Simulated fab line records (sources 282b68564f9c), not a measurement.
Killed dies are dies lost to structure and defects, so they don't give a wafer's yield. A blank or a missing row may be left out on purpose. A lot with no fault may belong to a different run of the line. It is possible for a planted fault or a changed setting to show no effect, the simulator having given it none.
fab line records :: flow ritCmos
[record]
  lots = 14
  wafers = 42
  lastDay = 8
route steps=202 shown PWELL@47
lots that met no fault: from a run of the same line without faults
startH: the number of hours between the record's first day and the start of the first shown wafer of the lot :: waitH: how many hours have passed since the lot's step before this one :: " same as the row above :: L1.1+2: several wafers, shown together as one row :: - no value, or no start given :: * or withheld: withheld :: < > ~ a bound
route shown NAME@n: names a module that has steps shown in the file, with the first one's number in the route :: usual: average and standard deviation across the fault-free wafers :: same: alike in all rows :: chamber/n: place in a boat :: sites: each site's reading :: _std_site: standard deviation of those values :: _edge_site: outer sites' mean less inner sites' :: radiusMm: how far each site lies from the wafer's centre :: mask NAME#n: copy n :: behind: tool/chamber where the wafer was last shaped :: hold: what put the lot on hold/how long, in hours/how the hold closed :: device: which transistor (n, p or np) failed to switch :: end of line: the tests these same wafers got at the end of their route :: a step given without rows: its recipe and nothing more :: killed: dies lost to structure and defects at the first sort, not the wafer's yield :: map: the dies of a wafer, with x for killed, . for not killed, _ for no die there
set.NAME: the setting the step ran with; set.NAME@STEP: the setting that earlier step ran with :: model.NAME: the simulator's own value behind a step, which no gauge read
a sample of lots followed through the steps of the route, with each step as a table and each wafer as a row
services: a tool's chamber out of use, with start hour (startH, from the record's first day; less than 0 if before it), hours out, and reason
[[steps]]
[step RIT_PWELL_IMPLANT_08]
[recipe]
  species = B
  energyKev = 170
  doseCm2 = 7e+13
  tiltDeg = 7
[usual]
  doseIonsCm2 = 6.999e+13/8.1e+10
  faradayCurrentUA = 221/4.4
lot.wafer: L113.2
tool: implanter-02
chamber: 0
startH: 23.63
waitH: 0.2
doseIonsCm2: 6.988e+13
faradayCurrentUA: 218

lot.wafer: L113.5
tool: implanter-02
chamber: 0
startH: 23.63
waitH: 0.2
doseIonsCm2: 6.999e+13
faradayCurrentUA: 223

lot.wafer: L113.6
tool: implanter-02
chamber: 0
startH: 23.63
waitH: 0.2
doseIonsCm2: 6.996e+13
faradayCurrentUA: 226

lot.wafer: L114.1
tool: implanter-02
chamber: 0
startH: 32.68
waitH: 0.2
doseIonsCm2: 7.004e+13
faradayCurrentUA: 222

lot.wafer: L114.4
tool: implanter-02
chamber: 0
startH: 32.68
waitH: 0.2
doseIonsCm2: 7.011e+13
faradayCurrentUA: 213

lot.wafer: L114.6
tool: implanter-02
chamber: 0
startH: 32.68
waitH: 0.2
doseIonsCm2: 7.003e+13
faradayCurrentUA: 224

lot.wafer: L115.2
tool: implanter-02
chamber: 0
startH: 33.29
waitH: 0.2
doseIonsCm2: 6.992e+13
faradayCurrentUA: 222

lot.wafer: L115.5
tool: implanter-02
chamber: 0
startH: 33.29
waitH: 0.2
doseIonsCm2: 6.984e+13
faradayCurrentUA: 217

lot.wafer: L115.6
tool: implanter-02
chamber: 0
startH: 33.29
waitH: 0.2
doseIonsCm2: 6.994e+13
faradayCurrentUA: 217

lot.wafer: L116.2
tool: implanter-01
chamber: 0
startH: 43.62
waitH: 0.2
doseIonsCm2: 6.991e+13
faradayCurrentUA: 215

lot.wafer: L116.3
tool: implanter-01
chamber: 0
startH: 43.62
waitH: 0.2
doseIonsCm2: 6.998e+13
faradayCurrentUA: 222

lot.wafer: L116.6
tool: implanter-01
chamber: 0
startH: 43.62
waitH: 0.2
doseIonsCm2: 6.99e+13
faradayCurrentUA: 220

lot.wafer: L117.1
tool: implanter-02
chamber: 0
startH: 46.62
waitH: 0.2
doseIonsCm2: 6.992e+13
faradayCurrentUA: 219

lot.wafer: L117.2
tool: implanter-02
chamber: 0
startH: 46.62
waitH: 0.2
doseIonsCm2: 6.998e+13
faradayCurrentUA: 229

lot.wafer: L117.6
tool: implanter-02
chamber: 0
startH: 46.62
waitH: 0.2
doseIonsCm2: 6.985e+13
faradayCurrentUA: 220

lot.wafer: L118.2
tool: implanter-01
chamber: 0
startH: 54.19
waitH: 0.2
doseIonsCm2: 6.992e+13
faradayCurrentUA: 218

lot.wafer: L118.4
tool: implanter-01
chamber: 0
startH: 54.19
waitH: 0.2
doseIonsCm2: 6.998e+13
faradayCurrentUA: 220

lot.wafer: L118.6
tool: implanter-01
chamber: 0
startH: 54.19
waitH: 0.2
doseIonsCm2: 6.994e+13
faradayCurrentUA: 225

lot.wafer: L119.1
tool: implanter-02
chamber: 0
startH: 54.39
waitH: 0.2
doseIonsCm2: 6.997e+13
faradayCurrentUA: 222

lot.wafer: L119.4
tool: implanter-02
chamber: 0
startH: 54.39
waitH: 0.2
doseIonsCm2: 6.995e+13
faradayCurrentUA: 226

lot.wafer: L119.6
tool: implanter-02
chamber: 0
startH: 54.39
waitH: 0.2
doseIonsCm2: 6.997e+13
faradayCurrentUA: 217

lot.wafer: L123.1
tool: implanter-04
chamber: 0
startH: 74.31
waitH: 0.2
doseIonsCm2: 6.983e+13
faradayCurrentUA: 222

lot.wafer: L123.2
tool: implanter-04
chamber: 0
startH: 74.31
waitH: 0.2
doseIonsCm2: 6.99e+13
faradayCurrentUA: 217

lot.wafer: L123.4
tool: implanter-04
chamber: 0
startH: 74.31
waitH: 0.2
doseIonsCm2: 6.987e+13
faradayCurrentUA: 216

lot.wafer: L128.1
tool: implanter-04
chamber: 0
startH: 100.64
waitH: 0.2
doseIonsCm2: 5.532e+13
faradayCurrentUA: 174

lot.wafer: L128.2
tool: implanter-04
chamber: 0
startH: 100.64
waitH: 0.2
doseIonsCm2: 5.532e+13
faradayCurrentUA: 178

lot.wafer: L128.6
tool: implanter-04
chamber: 0
startH: 100.64
waitH: 0.2
doseIonsCm2: 5.528e+13
faradayCurrentUA: 180

lot.wafer: L129.2
tool: implanter-04
chamber: 0
startH: 103.94
waitH: 0.2
doseIonsCm2: 5.531e+13
faradayCurrentUA: 180

lot.wafer: L129.4
tool: implanter-04
chamber: 0
startH: 103.94
waitH: 0.2
doseIonsCm2: 5.536e+13
faradayCurrentUA: 179

lot.wafer: L129.5
tool: implanter-04
chamber: 0
startH: 103.94
waitH: 0.2
doseIonsCm2: 5.54e+13
faradayCurrentUA: 177

lot.wafer: L130.1
tool: implanter-02
chamber: 0
startH: 107.87
waitH: 0.2
doseIonsCm2: 6.994e+13
faradayCurrentUA: 215

lot.wafer: L130.4
tool: implanter-02
chamber: 0
startH: 107.87
waitH: 0.2
doseIonsCm2: 7.003e+13
faradayCurrentUA: 215

lot.wafer: L130.6
tool: implanter-02
chamber: 0
startH: 107.87
waitH: 0.2
doseIonsCm2: 7.003e+13
faradayCurrentUA: 218

lot.wafer: L133.2
tool: implanter-01
chamber: 0
startH: 123.25
waitH: 0.2
doseIonsCm2: 6.996e+13
faradayCurrentUA: 221

lot.wafer: L133.3
tool: implanter-01
chamber: 0
startH: 123.25
waitH: 0.2
doseIonsCm2: 7.007e+13
faradayCurrentUA: 215

lot.wafer: L133.5
tool: implanter-01
chamber: 0
startH: 123.25
waitH: 0.2
doseIonsCm2: 6.998e+13
faradayCurrentUA: 221

lot.wafer: L134.2
tool: implanter-01
chamber: 0
startH: 129.78
waitH: 0.2
doseIonsCm2: 7.008e+13
faradayCurrentUA: 226

lot.wafer: L134.4
tool: implanter-01
chamber: 0
startH: 129.78
waitH: 0.2
doseIonsCm2: 7.006e+13
faradayCurrentUA: 222

lot.wafer: L134.6
tool: implanter-01
chamber: 0
startH: 129.78
waitH: 0.2
doseIonsCm2: 7.005e+13
faradayCurrentUA: 223

lot.wafer: L136.1
tool: implanter-02
chamber: 0
startH: 139.70
waitH: 0.2
doseIonsCm2: 6.992e+13
faradayCurrentUA: 231

lot.wafer: L136.3
tool: implanter-02
chamber: 0
startH: 139.70
waitH: 0.2
doseIonsCm2: 6.995e+13
faradayCurrentUA: 219

lot.wafer: L136.6
tool: implanter-02
chamber: 0
startH: 139.70
waitH: 0.2
doseIonsCm2: 7.004e+13
faradayCurrentUA: 219
[step RIT_PWELL_TW_MEAS_10]
[usual]
  PWELL_TW = 960/4.9
lot.wafer: L113.2
tool: filmMetro-04
chamber: -
startH: 23.94
waitH: 0.1
PWELL_TW: 955

lot.wafer: L113.5
tool: filmMetro-04
chamber: -
startH: 23.94
waitH: 0.1
PWELL_TW: 951

lot.wafer: L113.6
tool: filmMetro-04
chamber: -
startH: 23.94
waitH: 0.1
PWELL_TW: 954

lot.wafer: L114.1
tool: filmMetro-04
chamber: -
startH: 33.01
waitH: 0.1
PWELL_TW: 959

lot.wafer: L114.4
tool: filmMetro-04
chamber: -
startH: 33.01
waitH: 0.1
PWELL_TW: 962

lot.wafer: L114.6
tool: filmMetro-04
chamber: -
startH: 33.01
waitH: 0.1
PWELL_TW: 963

lot.wafer: L115.2
tool: filmMetro-01
chamber: -
startH: 33.60
waitH: 0.1
PWELL_TW: 969

lot.wafer: L115.5
tool: filmMetro-01
chamber: -
startH: 33.60
waitH: 0.1
PWELL_TW: 967

lot.wafer: L115.6
tool: filmMetro-01
chamber: -
startH: 33.60
waitH: 0.1
PWELL_TW: 963

lot.wafer: L116.2
tool: filmMetro-02
chamber: -
startH: 43.93
waitH: 0.1
PWELL_TW: 959

lot.wafer: L116.3
tool: filmMetro-02
chamber: -
startH: 43.93
waitH: 0.1
PWELL_TW: 958

lot.wafer: L116.6
tool: filmMetro-02
chamber: -
startH: 43.93
waitH: 0.1
PWELL_TW: 959

lot.wafer: L117.1
tool: filmMetro-01
chamber: -
startH: 46.95
waitH: 0.1
PWELL_TW: 963

lot.wafer: L117.2
tool: filmMetro-01
chamber: -
startH: 46.95
waitH: 0.1
PWELL_TW: 961

lot.wafer: L117.6
tool: filmMetro-01
chamber: -
startH: 46.95
waitH: 0.1
PWELL_TW: 962

lot.wafer: L118.2
tool: filmMetro-04
chamber: -
startH: 54.50
waitH: 0.1
PWELL_TW: 965

lot.wafer: L118.4
tool: filmMetro-04
chamber: -
startH: 54.50
waitH: 0.1
PWELL_TW: 967

lot.wafer: L118.6
tool: filmMetro-04
chamber: -
startH: 54.50
waitH: 0.1
PWELL_TW: 963

lot.wafer: L119.1
tool: filmMetro-02
chamber: -
startH: 54.72
waitH: 0.1
PWELL_TW: 962

lot.wafer: L119.4
tool: filmMetro-02
chamber: -
startH: 54.72
waitH: 0.1
PWELL_TW: 955

lot.wafer: L119.6
tool: filmMetro-02
chamber: -
startH: 54.72
waitH: 0.1
PWELL_TW: 964

lot.wafer: L123.1
tool: filmMetro-04
chamber: -
startH: 74.63
waitH: 0.1
PWELL_TW: 957

lot.wafer: L123.2
tool: filmMetro-04
chamber: -
startH: 74.63
waitH: 0.1
PWELL_TW: 962

lot.wafer: L123.4
tool: filmMetro-04
chamber: -
startH: 74.63
waitH: 0.1
PWELL_TW: 961

lot.wafer: L128.1
tool: filmMetro-02
chamber: -
startH: 100.96
waitH: 0.1
PWELL_TW: 890

lot.wafer: L128.2
tool: filmMetro-02
chamber: -
startH: 100.96
waitH: 0.1
PWELL_TW: 883

lot.wafer: L128.6
tool: filmMetro-02
chamber: -
startH: 100.96
waitH: 0.1
PWELL_TW: 884

lot.wafer: L129.2
tool: filmMetro-04
chamber: -
startH: 104.25
waitH: 0.1
PWELL_TW: 891

lot.wafer: L129.4
tool: filmMetro-04
chamber: -
startH: 104.25
waitH: 0.1
PWELL_TW: 892

lot.wafer: L129.5
tool: filmMetro-04
chamber: -
startH: 104.25
waitH: 0.1
PWELL_TW: 891

lot.wafer: L130.1
tool: filmMetro-04
chamber: -
startH: 108.20
waitH: 0.1
PWELL_TW: 963

lot.wafer: L130.4
tool: filmMetro-04
chamber: -
startH: 108.20
waitH: 0.1
PWELL_TW: 966

lot.wafer: L130.6
tool: filmMetro-04
chamber: -
startH: 108.20
waitH: 0.1
PWELL_TW: 959

lot.wafer: L133.2
tool: filmMetro-01
chamber: -
startH: 123.56
waitH: 0.1
PWELL_TW: 962

lot.wafer: L133.3
tool: filmMetro-01
chamber: -
startH: 123.56
waitH: 0.1
PWELL_TW: 957

lot.wafer: L133.5
tool: filmMetro-01
chamber: -
startH: 123.56
waitH: 0.1
PWELL_TW: 971

lot.wafer: L134.2
tool: filmMetro-04
chamber: -
startH: 130.09
waitH: 0.1
PWELL_TW: 960

lot.wafer: L134.4
tool: filmMetro-04
chamber: -
startH: 130.09
waitH: 0.1
PWELL_TW: 964

lot.wafer: L134.6
tool: filmMetro-04
chamber: -
startH: 130.09
waitH: 0.1
PWELL_TW: 960

lot.wafer: L136.1
tool: filmMetro-02
chamber: -
startH: 140.03
waitH: 0.1
PWELL_TW: 952

lot.wafer: L136.3
tool: filmMetro-02
chamber: -
startH: 140.03
waitH: 0.1
PWELL_TW: 953

lot.wafer: L136.6
tool: filmMetro-02
chamber: -
startH: 140.03
waitH: 0.1
PWELL_TW: 948
[step RIT_WELLDRIVE_RS_MEAS_02]
[recipe]
  thkMeasGauge = four-point-probe
[usual]
  PWELL_RS = 429.3/1.1
lot.wafer: L113.2
tool: filmMetro-02
chamber: -
startH: 30.99
waitH: 0.1
PWELL_RS[ohm/sq]: 428.7

lot.wafer: L113.5
tool: filmMetro-02
chamber: -
startH: 30.99
waitH: 0.1
PWELL_RS[ohm/sq]: 428.3

lot.wafer: L113.6
tool: filmMetro-02
chamber: -
startH: 30.99
waitH: 0.1
PWELL_RS[ohm/sq]: 428.3

lot.wafer: L114.1
tool: filmMetro-04
chamber: -
startH: 38.61
waitH: 0.1
PWELL_RS[ohm/sq]: 430.2

lot.wafer: L114.4
tool: filmMetro-04
chamber: -
startH: 38.61
waitH: 0.1
PWELL_RS[ohm/sq]: 428.4

lot.wafer: L114.6
tool: filmMetro-04
chamber: -
startH: 38.61
waitH: 0.1
PWELL_RS[ohm/sq]: 428.3

lot.wafer: L115.2
tool: filmMetro-02
chamber: -
startH: 39.88
waitH: 0.1
PWELL_RS[ohm/sq]: 426.6

lot.wafer: L115.5
tool: filmMetro-02
chamber: -
startH: 39.88
waitH: 0.1
PWELL_RS[ohm/sq]: 429.1

lot.wafer: L115.6
tool: filmMetro-02
chamber: -
startH: 39.88
waitH: 0.1
PWELL_RS[ohm/sq]: 429.2

lot.wafer: L116.2
tool: filmMetro-02
chamber: -
startH: 49.20
waitH: 0.1
PWELL_RS[ohm/sq]: 431.4

lot.wafer: L116.3
tool: filmMetro-02
chamber: -
startH: 49.20
waitH: 0.1
PWELL_RS[ohm/sq]: 429.3

lot.wafer: L116.6
tool: filmMetro-02
chamber: -
startH: 49.20
waitH: 0.1
PWELL_RS[ohm/sq]: 428.7

lot.wafer: L117.1
tool: filmMetro-04
chamber: -
startH: 54.03
waitH: 0.1
PWELL_RS[ohm/sq]: 430.5

lot.wafer: L117.2
tool: filmMetro-04
chamber: -
startH: 54.03
waitH: 0.1
PWELL_RS[ohm/sq]: 428.8

lot.wafer: L117.6
tool: filmMetro-04
chamber: -
startH: 54.03
waitH: 0.1
PWELL_RS[ohm/sq]: 428.6

lot.wafer: L118.2
tool: filmMetro-01
chamber: -
startH: 59.77
waitH: 0.1
PWELL_RS[ohm/sq]: 429.7

lot.wafer: L118.4
tool: filmMetro-01
chamber: -
startH: 59.77
waitH: 0.1
PWELL_RS[ohm/sq]: 429.8

lot.wafer: L118.6
tool: filmMetro-01
chamber: -
startH: 59.77
waitH: 0.1
PWELL_RS[ohm/sq]: 430.7

lot.wafer: L119.1
tool: filmMetro-02
chamber: -
startH: 59.98
waitH: 0.1
PWELL_RS[ohm/sq]: 430.8

lot.wafer: L119.4
tool: filmMetro-02
chamber: -
startH: 59.98
waitH: 0.1
PWELL_RS[ohm/sq]: 429.4

lot.wafer: L119.6
tool: filmMetro-02
chamber: -
startH: 59.98
waitH: 0.1
PWELL_RS[ohm/sq]: 430.4

lot.wafer: L123.1
tool: filmMetro-04
chamber: -
startH: 80.42
waitH: 0.1
PWELL_RS[ohm/sq]: 430.1

lot.wafer: L123.2
tool: filmMetro-04
chamber: -
startH: 80.42
waitH: 0.1
PWELL_RS[ohm/sq]: 430.4

lot.wafer: L123.4
tool: filmMetro-04
chamber: -
startH: 80.42
waitH: 0.1
PWELL_RS[ohm/sq]: 428.9

lot.wafer: L128.1
tool: filmMetro-04
chamber: -
startH: 106.23
waitH: 0.1
PWELL_RS[ohm/sq]: 499.1

lot.wafer: L128.2
tool: filmMetro-04
chamber: -
startH: 106.23
waitH: 0.1
PWELL_RS[ohm/sq]: 499.8

lot.wafer: L128.6
tool: filmMetro-04
chamber: -
startH: 106.23
waitH: 0.1
PWELL_RS[ohm/sq]: 500.0

lot.wafer: L129.2
tool: filmMetro-04
chamber: -
startH: 110.49
waitH: 0.1
PWELL_RS[ohm/sq]: 496.3

lot.wafer: L129.4
tool: filmMetro-04
chamber: -
startH: 110.49
waitH: 0.1
PWELL_RS[ohm/sq]: 496.4

lot.wafer: L129.5
tool: filmMetro-04
chamber: -
startH: 110.49
waitH: 0.1
PWELL_RS[ohm/sq]: 495.2

lot.wafer: L130.1
tool: filmMetro-01
chamber: -
startH: 114.36
waitH: 0.1
PWELL_RS[ohm/sq]: 428.9

lot.wafer: L130.4
tool: filmMetro-01
chamber: -
startH: 114.36
waitH: 0.1
PWELL_RS[ohm/sq]: 429.0

lot.wafer: L130.6
tool: filmMetro-01
chamber: -
startH: 114.36
waitH: 0.1
PWELL_RS[ohm/sq]: 428.7

lot.wafer: L133.2
tool: filmMetro-04
chamber: -
startH: 129.75
waitH: 0.1
PWELL_RS[ohm/sq]: 430.2

lot.wafer: L133.3
tool: filmMetro-04
chamber: -
startH: 129.75
waitH: 0.1
PWELL_RS[ohm/sq]: 430.1

lot.wafer: L133.5
tool: filmMetro-04
chamber: -
startH: 129.75
waitH: 0.1
PWELL_RS[ohm/sq]: 430.3

lot.wafer: L134.2
tool: filmMetro-04
chamber: -
startH: 135.36
waitH: 0.1
PWELL_RS[ohm/sq]: 431.2

lot.wafer: L134.4
tool: filmMetro-04
chamber: -
startH: 135.36
waitH: 0.1
PWELL_RS[ohm/sq]: 429.2

lot.wafer: L134.6
tool: filmMetro-04
chamber: -
startH: 135.36
waitH: 0.1
PWELL_RS[ohm/sq]: 430.5

lot.wafer: L136.1
tool: filmMetro-04
chamber: -
startH: 145.78
waitH: 0.1
PWELL_RS[ohm/sq]: 430.0

lot.wafer: L136.3
tool: filmMetro-04
chamber: -
startH: 145.78
waitH: 0.1
PWELL_RS[ohm/sq]: 429.8

lot.wafer: L136.6
tool: filmMetro-04
chamber: -
startH: 145.78
waitH: 0.1
PWELL_RS[ohm/sq]: 431.2
[[services]]
tool: implanter-02
chamber: -
startH: 13.89
hours: 4.1
kind: repair

tool: implanter-01
chamber: -
startH: 16.83
hours: 3.9
kind: pm

tool: implanter-04
chamber: -
startH: 29.59
hours: 13.4
kind: pm

tool: implanter-01
chamber: -
startH: 112.60
hours: 2.9
kind: repair

tool: implanter-04
chamber: -
startH: 114.42
hours: 3.4
kind: repair

tool: implanter-02
chamber: -
startH: 122.15
hours: 2.2
kind: repair
[[key]]
[firstSign]
  step = RIT_PWELL_IMPLANT_08
  reading = doseIonsCm2
  direction = down
  sigmas = 99+
  usual = 6.999e+13
  struck = 5.533e+13
[effect]
  step = RIT_PWELL_IMPLANT_08
  reading = faradayCurrentUA
  direction = down
  sigmas = 9.8
  usual = 221
  struck = 178
[effect]
  step = RIT_PWELL_TW_MEAS_10
  reading = PWELL_TW
  direction = down
  sigmas = 15
  usual = 960
  struck = 888
[effect]
  step = RIT_WELLDRIVE_RS_MEAS_02
  reading = PWELL_RS
  direction = up
  sigmas = 65
  usual = 429.3
  struck = 497.8
metAt RIT_PWELL_IMPLANT_08
struckLots L128,L129
testerLeftOut L128,L129
onsetBetween 74.31 100.64
[fault]
  kind = processParameterDrift
  tool = implanter-04
  chamber = -
  onsetH = 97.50
  steps = RIT_PWELL_IMPLANT_08
  channel = doseCm2
  offset = -1.47e+13
  shape = step
  endH = 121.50
  actsIn = theseRecipesOnly
  stated = 7e+13
// testerLeftOut: of these lots the tester's yield and bins aren't shown, on N5 and GAA mostly nor the transistor test; their killed dies are dies lost to structure and defects alone, not to doping, threshold or leakage, so they don't give the yield
